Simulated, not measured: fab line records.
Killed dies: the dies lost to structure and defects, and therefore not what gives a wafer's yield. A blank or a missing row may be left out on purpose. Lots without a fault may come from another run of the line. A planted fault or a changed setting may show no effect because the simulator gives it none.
The tool behind it: which one?	flow berkeley cmos170	15 lots, 45 wafers sampled, at 5 steps of a route of 331

## WHAT THE GAUGES READ, wafer by wafer
UCB170_PWELL_THK_MEAS_03.
lot	measured	on	PWELL_OXIDE_THK (nm)
L981	day 3 06:13	film metro-04	26.5 26.8 26.4
L982	day 3 06:13	film metro-01	25.7 25.2 25.6
L983	day 3 17:50	film metro-04	26.5 25.8 26.5
L984	day 4 05:55	film metro-03	27.0 27.2 27.1
L986	day 4 05:55	film metro-04	25.9 26.5 26.0
L987	day 4 15:58	film metro-04	27.4 27.1 27.4
L988	day 4 23:20	film metro-04	26.2 25.9 26.0
L992	day 5 07:37	film metro-04	26.3 25.7 26.4
L990	day 5 07:38	film metro-03	26.2 26.1 26.0
L991	day 5 07:42	film metro-04	26.3 26.9 26.8
L995	day 6 08:46	film metro-01	26.1 26.1 26.4
L996	day 6 14:59	film metro-03	26.3 26.6 26.7
L997	day 6 14:59	film metro-04	26.7 26.8 26.7
L999	day 6 23:48	film metro-04	26.3 26.3 26.2
L102	day 8 04:32	film metro-04	26.5 26.9 26.8

UCB170_ACTIVE_THK_MEAS_06.
lot	measured	on	ACTIVE_NITRIDE_THK (nm)
L981	day 4 21:05	film metro-03	217.5 216.3 216.9
L982	day 4 21:05	film metro-01	218.9 217.3 219.0
L983	day 5 11:06	film metro-02	219.5 221.0 221.0
L984	day 6 00:18	film metro-02	223.3 222.0 220.5
L986	day 6 00:22	film metro-02	220.7 220.2 221.8
L987	day 6 11:04	film metro-02	221.2 220.7 220.4
L988	day 6 16:38	film metro-01	220.7 223.3 222.8
L992	day 7 01:55	film metro-03	225.2 224.7 225.3
L990	day 7 01:55	film metro-02	219.5 221.9 220.1
L991	day 7 01:56	film metro-01	221.8 223.0 221.9
L995	day 8 14:25	film metro-02	218.7 219.3 220.4
L996	day 9 02:19	film metro-02	221.6 222.1 221.8
L997	day 9 02:16	film metro-02	217.9 216.2 218.2
L999	day 9 02:17	film metro-01	222.8 223.0 222.0
L102	day 10 05:17	film metro-02	217.8 216.0 218.8

UCB170_SCREENOX_THK_MEAS_02.
lot	measured	on	SCREENOX_OXIDE_THK (nm)
L981	day 6 07:28	film metro-02	14.31 14.34 14.10
L982	day 6 07:24	film metro-02	14.10 14.07 14.15
L983	day 6 22:45	film metro-02	14.04 14.34 14.09
L984	day 7 11:20	film metro-01	14.84 14.89 14.63
L986	day 7 11:20	film metro-02	14.44 14.61 14.50
L987	day 8 01:42	film metro-02	15.04 14.97 15.13
L988	day 8 01:41	film metro-01	14.67 14.75 14.73
L992	day 9 04:55	film metro-03	19.86 19.86 19.91
L990	day 9 04:55	film metro-02	20.25 19.95 19.98
L991	day 9 04:59	film metro-01	19.68 20.08 19.87
L995	day 10 00:34	film metro-01	13.94 13.90 14.12
L996	day 10 09:59	film metro-03	14.37 14.22 14.58
L997	day 10 09:56	film metro-03	14.34 14.32 14.46
L999	day 10 09:55	film metro-02	14.21 14.03 14.08
L102	day 11 13:27	film metro-02	14.52 14.23 14.41

## EACH LOT AND THE TOOL THAT RAN IT (in order: tool; ch and the chambers of the sampled wafers; start)
lot	UCB170_PWELL_STRIP_16	UCB170_SCREENOX_OXIDATION_01
L981	plasma asher-03 ch 0,1, day 3 15:46	furnace-04 ch 0, day 6 05:44
L982	plasma asher-02 ch 0,1, day 3 15:52	furnace-04 ch 0, day 6 05:44
L983	plasma asher-02 ch 0,1, day 4 03:05	furnace-01 ch 0, day 6 21:04
L984	plasma asher-04 ch 0,1, day 4 12:34	furnace-02 ch 0, day 7 09:41
L986	plasma asher-02 ch 0, day 4 12:56	furnace-02 ch 0, day 7 09:41
L987	plasma asher-03 ch 0,1, day 5 02:05	furnace-02 ch 0, day 8 00:02
L988	plasma asher-04 ch 0,1, day 5 08:59	furnace-02 ch 0, day 8 00:02
L992	plasma asher-02 ch 0,1, day 5 15:19	furnace-02 ch 0, day 9 03:14
L990	plasma asher-03 ch 0,1, day 5 15:35	furnace-02 ch 0, day 9 03:14
L991	plasma asher-02 ch 0,1, day 5 15:28	furnace-02 ch 0, day 9 03:14
L995	plasma asher-04 ch 0,1, day 6 19:01	furnace-01 ch 0, day 9 22:54
L996	plasma asher-02 ch 0,1, day 7 01:04	furnace-04 ch 0, day 10 08:14
L997	plasma asher-03 ch 0,1, day 7 00:47	furnace-04 ch 0, day 10 08:14
L999	plasma asher-03 ch 0,1, day 7 08:52	furnace-04 ch 0, day 10 08:14
L102	plasma asher-03 ch 1, day 8 20:42	furnace-01 ch 0, day 11 11:47
- UCB170_PWELL_STRIP_16: strips in O2.
- UCB170_SCREENOX_OXIDATION_01: target thk 14.4 nm, ox time 2400 s.

## AS READ BY THE TOOLS THEMSELVES (means over the sampled wafers that have a number; for cases with no such wafer, the mark the record gives instead)
UCB170_PWELL_STRIP_16.
lot	tool	drypump motor current A (A)	oes product au (a.u.)	strip time to endpoint s (s)
L981	plasma asher-03	5.6	0.719	18.02
L982	plasma asher-02	6.0	0.725	18.10
L983	plasma asher-02	6.0	0.723	18.05
L984	plasma asher-04	5.5	0.718	18.12
L986	plasma asher-02	6.4	0.718	18.09
L987	plasma asher-03	5.6	0.723	18.21
L988	plasma asher-04	5.5	0.717	18.15
L992	plasma asher-02	5.6	0.723	18.23
L990	plasma asher-03	5.2	0.723	18.13
L991	plasma asher-02	5.6	0.721	18.21
L995	plasma asher-04	5.5	0.724	18.18
L996	plasma asher-02	6.0	0.721	18.10
L997	plasma asher-03	5.7	0.722	18.10
L999	plasma asher-03	5.2	0.717	18.27
L102	plasma asher-03	4.8	0.722	18.23

UCB170_SCREENOX_OXIDATION_01.
lot	tool	spike tc centre C (C)	spike tc load C (C)	spike tc source C (C)	tube center temp C (C)	tube_center_temp_C_max
L981	furnace-04	902.3	928.3	918.7	900	902.2
L982	furnace-04	901.8	928.9	920.7	900	902.1
L983	furnace-01	902.3	922.6	925.6	900	902.0
L984	furnace-02	902.3	926.1	924.7	900	902.6
L986	furnace-02	901.9	927.2	923.5	900	902.4
L987	furnace-02	902.2	926.8	923.1	900	902.3
L988	furnace-02	903.0	927.0	923.5	900	902.3
L992	furnace-02	934.5	958.2	957.0	932	933.9
L990	furnace-02	934.4	957.7	956.8	932	934.5
L991	furnace-02	933.8	958.7	955.5	932	934.4
L995	furnace-01	901.4	922.2	925.1	900	902.5
L996	furnace-04	901.8	928.8	919.8	900	902.4
L997	furnace-04	900.8	928.4	919.4	900	902.5
L999	furnace-04	901.4	929.0	920.9	900	902.1
L102	furnace-01	902.7	922.2	925.3	900	902.5

## THE ANSWER, worked out from the rows above alone
Rule: what is usual is taken from the lots themselves. Put in order of their means at a reading, lots are off if they are a third of the lots or fewer, leave a main group of 4 or more, and stand apart from it by a gap of 3 or more times the standard deviation of the main group's means; of several such gaps the widest counts. A main group is skipped when, at the precision printed for the reading in the tables above, its means are all equal. A lot without any number at a reading at which 4 lots or more have one is off too. Any other lot the step has rows for is counted as sound. Order of review: gauges by route order, followed by the tools' own readings, for which a lot's mean as printed above is used. At the first step where some lot is off, the reading lying furthest off is the one used; lots without a number count as furthest.
Off: at UCB170_SCREENOX_THK_MEAS_02 (SCREENOX_OXIDE_THK), L992, L990, L991. The main group: mean 14.40 nm, standard deviation 0.3.
A tool fits if, at a process step before that reading, it ran every lot that is off, and no sound lot after the first of them. The gauges at UCB170_SCREENOX_THK_MEAS_02 aren't tried: what is off there is off at UCB170_SCREENOX_OXIDATION_01 too, on other tools, and a gauge's error can't cause that. One fits: UCB170_SCREENOX_OXIDATION_01 on furnace-02. A fault onset in the window from L987 (day 8 00:02, its last sound lot) to L990 (day 9 03:14, its first lot off) fits.
The tool's own readings at UCB170_SCREENOX_OXIDATION_01 bear it out: on the lots that are off they differ by more than 5 times the standard deviation of the sound lots' means. spike tc centre C reads 934.2 C there against 902.0 C on the sound lots; spike tc load C reads 958.2 C there against 926.5 C on the sound lots; spike tc source C reads 956.4 C there against 922.5 C on the sound lots; tube center temp C reads 932 C there against 900 C on the sound lots; tube_center_temp_C_max reads 934.3 there against 902.3 on the sound lots.

## WHAT HAD BEEN PUT IN BY THE SIMULATOR
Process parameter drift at UCB170_SCREENOX_OXIDATION_01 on furnace-02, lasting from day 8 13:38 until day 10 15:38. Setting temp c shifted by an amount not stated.
Shown lots that were struck: L992, L990, L991. This agrees with what the rule above found.
